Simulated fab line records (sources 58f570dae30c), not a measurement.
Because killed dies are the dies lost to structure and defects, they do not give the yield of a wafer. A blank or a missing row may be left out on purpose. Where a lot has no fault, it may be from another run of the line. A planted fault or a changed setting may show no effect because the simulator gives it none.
A struck lot beside a sound one | flow berkeley cmos170 | 44 steps out of a route of 331
Sound: the wafers L491.2, L491.4, L491.6. Struck: wafers L504.1, L504.4, L504.5. The cause is given at the end.
Order at every step that has rows: each side's tool, ch and its chambers, its first start. Under that, the readings that differ: sound wafers | struck wafers | difference of the means | sigmas: that difference in standard deviations of wafers without a fault.
alike: same words and numbers on both sides, and readings whose means sit less than 2 such deviations apart. not compared: any withheld reading, any reading some wafer has no value for, any bound like >300 that may hide the same value, and any number with overlapping values for which the record gives no deviation.
The two part at a step that has a row with sigmas, a row that says differs or no value, or rows on one side only. Numbers that have no deviation but don't overlap get no sigmas and don't part them. Lack of a reading on every wafer of one side parts them only where that side has two or more wafers.

UCB170_SDANNEAL_RTA_01: time 5 s.
  sound on rtp anneal-01 ch 0, day 7 06:13; struck on rtp anneal-01 ch 0, day 9 17:41
  alike: lamp power pct, wafer_temp_C_max
UCB170_SDANNEAL_RS_MEAS_02: measures by four-point-probe.
  sound on film metro-03 at day 7 06:16; struck on film metro-02 at day 9 17:44
  alike: PSD_RS
UCB170_SDANNEAL_RS_MEAS_03: measures by four-point-probe.
  sound on film metro-03 at day 7 06:23; struck on film metro-02 at day 9 17:52
  alike: NSD_RS
UCB170_SDANNEAL_RS_MEAS_04: measures by four-point-probe.
  sound on film metro-03 at day 7 06:31; struck on film metro-02 at day 9 17:59
  alike: PLDD_RS
UCB170_SDANNEAL_RS_MEAS_05: measures by four-point-probe.
  sound on film metro-03 at day 7 06:38; struck on film metro-02 at day 9 18:06
  alike: NLDD_RS
then, 1 step without rows for these wafers: UCB170_SILICIDE_PRE_CLEAN_00 (preclean etch time 60 s).
UCB170_SILICIDE_SPUTTER_01: material Ti, target thk 30 nm, time 25 s.
  sound on pvd sputter-02 at day 7 06:48; struck on pvd sputter-02 at day 9 18:17
  alike: throttle valve pct
UCB170_SILICIDE_RS_MEAS_02: measures by four-point-probe.
  sound on film metro-01 at day 7 06:51; struck on film metro-02 at day 9 18:19
  alike: SILICIDE_TI_RS
UCB170_SILICIDE_THK_MEAS_03: measures by xrf.
  sound on film metro-01 at day 7 06:58; struck on film metro-02 at day 9 18:26
  alike: SILICIDE_TI_THK
UCB170_SILICIDE_RTA_04: time 15 s.
  sound on rtp anneal-02 ch 0, day 7 07:01; struck on rtp anneal-01 ch 0, day 9 18:30
  reading            | sound          | struck      | difference | sigmas
  lamp power pct (%) | 10.7 10.7 10.7 | 9.0 9.1 9.0 | -1.7       | -2
  alike: wafer_temp_C_max
then, 2 steps without rows for these wafers: UCB170_SILICIDE_WET_ETCH_05 (etches Ti in SPM, time 45 s); UCB170_CONTACT_CLEAN_00 (cleans in SPM, time 600 s).
UCB170_CONTACT_CVD_01: deposits PSG from SiH4/O2/PH3, target thk 700 nm, time 2820 s.
  sound on lpcvd-02 ch 1, day 7 07:17; struck on lpcvd-01 ch 1, day 9 20:02
  reading                                 | sound             | struck            | difference | sigmas
  ph3 flow sccm (sccm)                    | 25.02 24.96 24.99 | 19.99 19.87 19.96 | -5.05      | -66
  model.PSG_of_CONTACT_CVD_01.thk nm (nm) | 705.6 697.1 698.6 | 670.8 679.8 676.4 | -24.8      |
  alike: zone power load pct
UCB170_CONTACT_THK_MEAS_02:
  sound on film metro-01 at day 7 09:05; struck on film metro-01 at day 9 21:50
  reading              | sound       | struck      | difference | sigmas
  CONTACT_PSG_THK (nm) | 706 696 698 | 671 679 676 | -25        | -3
then, 5 steps without rows for these wafers: UCB170_CONTACT_HMDS_03 (prime time 60 s); UCB170_CONTACT_COAT_04 (resist thk 900 nm); UCB170_CONTACT_SOFTBAKE_05 (time 60 s); UCB170_CONTACT_STRIP_06 (strips in O2); UCB170_CONTACT_CLEAN_07 (cleans in SPM, time 600 s).
UCB170_CONTACT_RTA_08: time 10 s.
  sound on rtp anneal-01 ch 0, day 7 09:52; struck on rtp anneal-01 ch 0, day 9 22:47
  alike: lamp power pct, wafer_temp_C_max
then, 6 steps without rows for these wafers: UCB170_CONTACT_COAT_09; UCB170_CONTACT_COAT_10 (resist thk 900 nm); UCB170_CONTACT_SOFTBAKE_11 (time 60 s); UCB170_CONTACT_EXPOSE_12 (exposes mask CONT, target cd 700 nm); UCB170_CONTACT_PEB_13; UCB170_CONTACT_DEVELOP_14 (develop time 45 s).
UCB170_CONTACT_CD_MEAS_15: the cd target is 700 nm.
  sound on cd sem-02 at day 7 11:01; struck on cd sem-01 at day 10 00:40
  alike: cd nm
UCB170_CONTACT_OVL_MEAS_16:
  sound on overlay-01 at day 7 11:07; struck on overlay-01 at day 10 00:47
  alike: CONTACT_OVL
then, 1 step without rows for these wafers: UCB170_CONTACT_ETCH_17 (etches BARC in N2/H2).
UCB170_CONTACT_ETCH_18: etches PSG in CHF3/CF4/Ar, stops on TiSi2, target depth 840 nm, time 195 s.
  sound on rie diel-01 ch 0,2,3; struck on rie diel-01 ch 1,3
  reading                             | sound             | struck            | difference | sigmas
  model.etch.depth nm (nm)            | 705.6 697.1 698.6 | 670.8 679.8 676.4 | -24.8      |
  model.CONTACT.feature depth nm (nm) | 705.6 697.1 698.6 | 670.8 679.8 676.4 | -24.8      |
  alike: drypump motor current A, mfc ar sccm, oes product au, rf fwd power W, throttle valve pct
  not compared: rf hours counter h
UCB170_CONTACT_STRIP_19: strips in O2.
  sound on plasma asher-02 ch 0,1, day 7 11:19; struck on plasma asher-02 ch 0,1, day 10 00:59
  alike: drypump motor current A, oes product au
  not compared: rf hours counter h
UCB170_CONTACT_CD_MEAS_90: the cd target is 700 nm.
  sound on cd sem-01 at day 7 11:26; struck on cd sem-01 at day 10 01:05
  alike: cd nm
then, 2 steps without rows for these wafers: UCB170_CONTACT_CLEAN_20 (cleans in SPM, time 600 s); UCB170_M1_SPUTTER_00 (material Al, target thk 600 nm, time 80 s).
UCB170_M1_RS_MEAS_01: measures by four-point-probe.
  sound on film metro-03 at day 7 11:47; struck on film metro-02 at day 10 01:28
  reading           | sound                | struck               | difference | sigmas
  M1_AL_RS (ohm/sq) | 0.0473 0.0480 0.0486 | 0.0493 0.0505 0.0498 | +0.0019    | +3
UCB170_M1_THK_MEAS_02: measures by xrf.
  sound on film metro-03 at day 7 11:54; struck on film metro-02 at day 10 01:35
  reading        | sound       | struck      | difference | sigmas
  M1_AL_THK (nm) | 613 608 598 | 596 581 582 | -20        | -2
then, 6 steps without rows for these wafers: UCB170_M1_COAT_03; UCB170_M1_COAT_04 (resist thk 900 nm); UCB170_M1_SOFTBAKE_05 (time 60 s); UCB170_M1_EXPOSE_06 (exposes mask METAL1, target cd 700 nm); UCB170_M1_PEB_07; UCB170_M1_DEVELOP_08 (develop time 45 s).
UCB170_M1_METAL_ETCH_12: etches Al in Cl2/BCl3, stops on PSG, target depth 780 nm, time 130 s.
  sound on rie metal-01 ch 0, day 7 13:22; struck on rie metal-01 ch 0, day 10 04:04
  reading                                 | sound             | struck            | difference | sigmas
  model.PSG_of_CONTACT_CVD_01.thk nm (nm) | 668.4 659.9 661.7 | 633.4 642.5 639.2 | -25.0      |
  alike: bias w, drypump motor current A, oes product au, rf fwd power W, throttle valve pct
  not compared: rf hours counter h
after that, 1 step had no rows for these wafers: UCB170_M3_PROBE_99.

## WHERE THEY PART
First at UCB170_SILICIDE_RTA_04; last, within this record, at UCB170_M1_THK_MEAS_02. Later steps at which nothing parts them and some readings are alike: UCB170_M1_METAL_ETCH_12.

WHY: whatever the simulator had introduced
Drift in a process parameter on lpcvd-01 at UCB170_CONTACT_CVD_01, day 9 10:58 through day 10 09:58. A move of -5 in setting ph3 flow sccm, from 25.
